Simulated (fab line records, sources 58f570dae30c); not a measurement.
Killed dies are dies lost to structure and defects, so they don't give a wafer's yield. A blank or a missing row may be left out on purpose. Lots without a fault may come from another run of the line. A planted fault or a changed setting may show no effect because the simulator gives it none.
Which tool did it? | flow berkeley_cmos170 | 15 lots, 44 wafers sampled, at 5 steps of a route of 331

WHAT THE GAUGES READ, wafer by wafer
UCB170_V1_THK_MEAS_01.
lot  | measured     | on            | V1_TEOS_THK (nm)
L229 | day 8 19:25  | film_metro-03 | 1988 1996 2007
L231 | day 9 19:17  | film_metro-04 | 1973 2011 2018
L236 | day 10 17:12 | film_metro-04 | 1946 1975 2011
L234 | day 10 18:55 | film_metro-04 | 1974 2008 2011
L241 | day 11 10:47 | film_metro-04 | 1995 1993 2020
L237 | day 11 10:50 | film_metro-03 | 1970 1987 2019
L238 | day 11 12:01 | film_metro-01 | 2018 1406
L243 | day 11 12:09 | film_metro-03 | 1992 1953 1397
L245 | day 11 21:04 | film_metro-01 | 1957 1941 1976
L244 | day 12 18:07 | film_metro-04 | 1430 1977 2007
L248 | day 12 18:08 | film_metro-01 | 2008 2044 2050
L247 | day 12 18:07 | film_metro-03 | 1983 1952 1990
L246 | day 12 18:17 | film_metro-04 | 1994 2037 2007
L251 | day 12 21:58 | film_metro-04 | 2004 1997 1999
L249 | day 13 00:43 | film_metro-01 | 1988 2006 2022

WHICH TOOL RAN EACH LOT (tool, then ch and the chambers of the sampled wafers, then the start)
lot  | UCB170_SILICIDE_RTA_04           | UCB170_CONTACT_PEB_13                        | UCB170_CONTACT_ETCH_17             | UCB170_V1_CVD_00
L229 | rtp_anneal-01 ch 0, day 8 07:14  | litho_track-04 ch 0, day 8 15:11             | rie_diel-01 ch 0,2,3, day 8 15:35  | pecvd-02 ch 0,1, day 8 19:14
L231 | rtp_anneal-02 ch 0, day 9 07:52  | litho_track-03 ch 0, day 9 14:26             | rie_diel-04 ch 0,1, day 9 14:52    | pecvd-01 ch 0,1,2, day 9 19:08
L236 | rtp_anneal-02 ch 0, day 10 04:51 | litho_track-03 ch 0, day 10 11:31            | rie_diel-02 ch 0,1,3, day 10 11:55 | pecvd-01 ch 0,1,2, day 10 17:02
L234 | rtp_anneal-02 ch 0, day 10 06:32 | litho_track-04 ch 0, day 10 14:46            | rie_diel-01 ch 0,1,3, day 10 15:11 | pecvd-02 ch 0,1, day 10 18:46
L241 | rtp_anneal-02 ch 0, day 10 21:16 | litho_track-02 ch 0, day 11 03:31            | rie_diel-01 ch 0,1,3, day 11 03:56 | pecvd-04 ch 0,1,2, day 11 10:29
L237 | rtp_anneal-01 ch 0, day 10 21:48 | litho_track-04 ch 0, day 11 03:49            | rie_diel-02 ch 0,1, day 11 04:12   | pecvd-04 ch 0,1, day 11 10:39
L238 | rtp_anneal-01 ch 0, day 10 23:03 | litho_track-04 ch 0, day 11 05:01            | rie_diel-01 ch 2,3, day 11 05:23   | pecvd-01 ch 0,2, day 11 11:54
L243 | rtp_anneal-01 ch 0, day 10 23:09 | litho_track-04 ch 0, day 11 06:50 or earlier | rie_diel-01 ch 0,1,3, day 11 06:50 | pecvd-01 ch 0,1,2, day 11 11:59
L245 | rtp_anneal-01 ch 0, day 11 10:34 | litho_track-03 ch 0, day 11 14:25            | rie_diel-01 ch 0,2,3, day 11 14:50 | pecvd-02 ch 1,2, day 11 20:54
L244 | rtp_anneal-01 ch 0, day 11 10:40 | litho_track-03 ch 0, day 11 17:48            | rie_diel-04 ch 0,1,3, day 11 18:14 | pecvd-01 ch 0,1,2, day 12 17:58
L248 | rtp_anneal-02 ch 0, day 11 11:07 | litho_track-02 ch 0, day 11 17:51            | rie_diel-02 ch 1,2,3, day 11 18:14 | pecvd-04 ch 0,1,2, day 12 17:58
L247 | rtp_anneal-01 ch 0, day 11 11:10 | litho_track-02 ch 0, day 11 18:04            | rie_diel-01 ch 0,3, day 11 18:30   | pecvd-02 ch 0,1,2, day 12 17:58
L246 | rtp_anneal-02 ch 0, day 11 11:31 | litho_track-02 ch 0, day 11 18:24            | rie_diel-02 ch 0,1,2, day 11 18:47 | pecvd-04 ch 1,2, day 12 18:07
L251 | rtp_anneal-02 ch 0, day 12 12:59 | litho_track-02 ch 0, day 12 16:29            | rie_diel-01 ch 1,2,3, day 12 16:53 | pecvd-02 ch 0,1,2, day 12 21:48
L249 | rtp_anneal-02 ch 0, day 12 13:13 | litho_track-03 ch 0, day 12 18:13            | rie_diel-04 ch 1,2, day 12 18:40   | pecvd-04 ch 0,1, day 13 00:34
- UCB170_SILICIDE_RTA_04: time 15 s.
- UCB170_CONTACT_PEB_13
- UCB170_CONTACT_ETCH_17: etches BARC in N2/H2.
- UCB170_V1_CVD_00: deposits SiO2 from TEOS/O2, target thk 2000 nm, time 250 s.

WHAT THE TOOLS THEMSELVES READ (means of the sampled wafers that have a number; where no wafer has one, the mark that the record gives instead)
UCB170_SILICIDE_RTA_04.
lot  | tool          | lamp_power_pct (%) | wafer_temp_C_max
L229 | rtp_anneal-01 | 9.9                | 652.8
L231 | rtp_anneal-02 | 11.2               | 653.3
L236 | rtp_anneal-02 | 11.2               | 653.6
L234 | rtp_anneal-02 | 11.2               | 653.4
L241 | rtp_anneal-02 | 11.2               | 654.1
L237 | rtp_anneal-01 | 9.9                | 652.7
L238 | rtp_anneal-01 | 9.9                | 652.1
L243 | rtp_anneal-01 | 9.9                | 653.6
L245 | rtp_anneal-01 | 9.9                | 652.6
L244 | rtp_anneal-01 | 9.9                | 652.7
L248 | rtp_anneal-02 | 11.2               | 653.4
L247 | rtp_anneal-01 | 9.9                | 652.6
L246 | rtp_anneal-02 | 11.2               | 653.0
L251 | rtp_anneal-02 | 11.2               | 653.3
L249 | rtp_anneal-02 | 11.2               | 653.1

UCB170_CONTACT_PEB_13.
lot  | tool           | exhaust_pa (Pa) | plate_sensor_t_centre_C (C) | plate_sensor_t_edge_C (C)
L229 | litho_track-04 | 45.9            | 131.40                      | 131.54
L231 | litho_track-03 | 45.7            | 131.42                      | 131.54
L236 | litho_track-03 | 45.5            | 131.41                      | 131.54
L234 | litho_track-04 | 44.8            | 131.41                      | 131.53
L241 | litho_track-02 | 44.5            | 131.41                      | 131.54
L237 | litho_track-04 | 44.8            | 131.41                      | 131.53
L238 | litho_track-04 | 44.8            | 131.41                      | 131.53
L243 | litho_track-04 | 45.9            | 131.40                      | 131.53
L245 | litho_track-03 | 45.4            | 131.40                      | 131.53
L244 | litho_track-03 | 45.2            | 131.40                      | 131.53
L248 | litho_track-02 | 44.0            | 131.41                      | 131.53
L247 | litho_track-02 | 44.4            | 131.40                      | 131.54
L246 | litho_track-02 | 44.1            | 131.41                      | 131.53
L251 | litho_track-02 | 44.9            | 131.40                      | 131.53
L249 | litho_track-03 | 45.7            | 131.41                      | 131.53

UCB170_CONTACT_ETCH_17.
lot  | tool        | drypump_motor_current_A (A) | h2_flow_sccm (sccm) | oes_product_au (a.u.) | throttle_valve_pct (%)
L229 | rie_diel-01 | 6.0                         | 200.1               | 0.993                 | 13.37
L231 | rie_diel-04 | 5.7                         | 200.0               | 0.988                 | 13.24
L236 | rie_diel-02 | 5.5                         | 200.3               | 0.996                 | 13.12
L234 | rie_diel-01 | 5.9                         | 199.5               | 0.996                 | 13.46
L241 | rie_diel-01 | 5.9                         | 199.5               | 1.004                 | 13.46
L237 | rie_diel-02 | 5.2                         | 199.9               | 1.015                 | 13.08
L238 | rie_diel-01 | 6.2                         | 200.2               | 0.994                 | 13.40
L243 | rie_diel-01 | 5.9                         | 200.5               | 0.995                 | 13.46
L245 | rie_diel-01 | 6.0                         | 200.7               | 0.978                 | 13.38
L244 | rie_diel-04 | 5.7                         | 200.1               | 0.989                 | 13.27
L248 | rie_diel-02 | 5.7                         | 199.9               | 0.985                 | 13.26
L247 | rie_diel-01 | 6.1                         | 200.0               | 0.984                 | 13.40
L246 | rie_diel-02 | 5.4                         | 200.1               | 1.000                 | 13.24
L251 | rie_diel-01 | 6.0                         | 200.2               | 0.997                 | 13.46
L249 | rie_diel-04 | 5.7                         | 200.3               | 0.973                 | 13.24

UCB170_V1_CVD_00.
lot  | tool     | heater_power_w (W)
L229 | pecvd-02 | 212
L231 | pecvd-01 | 223
L236 | pecvd-01 | 240
L234 | pecvd-02 | 214
L241 | pecvd-04 | 290
L237 | pecvd-04 | 253
L238 | pecvd-01 | 196
L243 | pecvd-01 | 220
L245 | pecvd-02 | 141
L244 | pecvd-01 | 222
L248 | pecvd-04 | 311
L247 | pecvd-02 | 190
L246 | pecvd-04 | 273
L251 | pecvd-02 | 192
L249 | pecvd-04 | 279

THE ANSWER, worked out from the rows above alone
Rule: what is usual is taken from the lots themselves. Put in order of their means at a reading, lots are off if they are a third of the lots or fewer, leave a main group of 4 or more, and stand apart from it by a gap of 3 or more times the standard deviation of the main group's means; of several such gaps the widest counts. A main group whose means are all the same, to the digits that the tables above print for the reading, isn't used. A lot without any number at a reading at which 4 lots or more have one is off too. The other lots that the step has rows for count as sound. The gauges are gone through in route order, then the tools' own readings, and for those a lot's mean is taken as printed above. The first step at which some lot is off is used, and at that step the reading that is off furthest; a lot without a number counts as furthest.
Off: L238, L243, L244, at UCB170_V1_THK_MEAS_01 (V1_TEOS_THK). The main group: mean 1996 nm, standard deviation 19.
A tool fits if, at a process step before that reading, it ran every lot that is off, and no sound lot after the first of them. The gauges at UCB170_V1_THK_MEAS_01 are tried like those tools. UCB170_CONTACT_PEB_13 gives no start for some lots, so the hours and the order of its lots are those of UCB170_CONTACT_ETCH_17. One fits: pecvd-01 at UCB170_V1_CVD_00. Its last sound lot is L236 (day 10 17:02), its first lot that is off L238 (day 11 11:54): a fault that began between those two fits.

WHAT THE SIMULATOR HAD PUT IN
Process parameter drift: pecvd-01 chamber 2, from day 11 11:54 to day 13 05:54, at UCB170_V1_CVD_00. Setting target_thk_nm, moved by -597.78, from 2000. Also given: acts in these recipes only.
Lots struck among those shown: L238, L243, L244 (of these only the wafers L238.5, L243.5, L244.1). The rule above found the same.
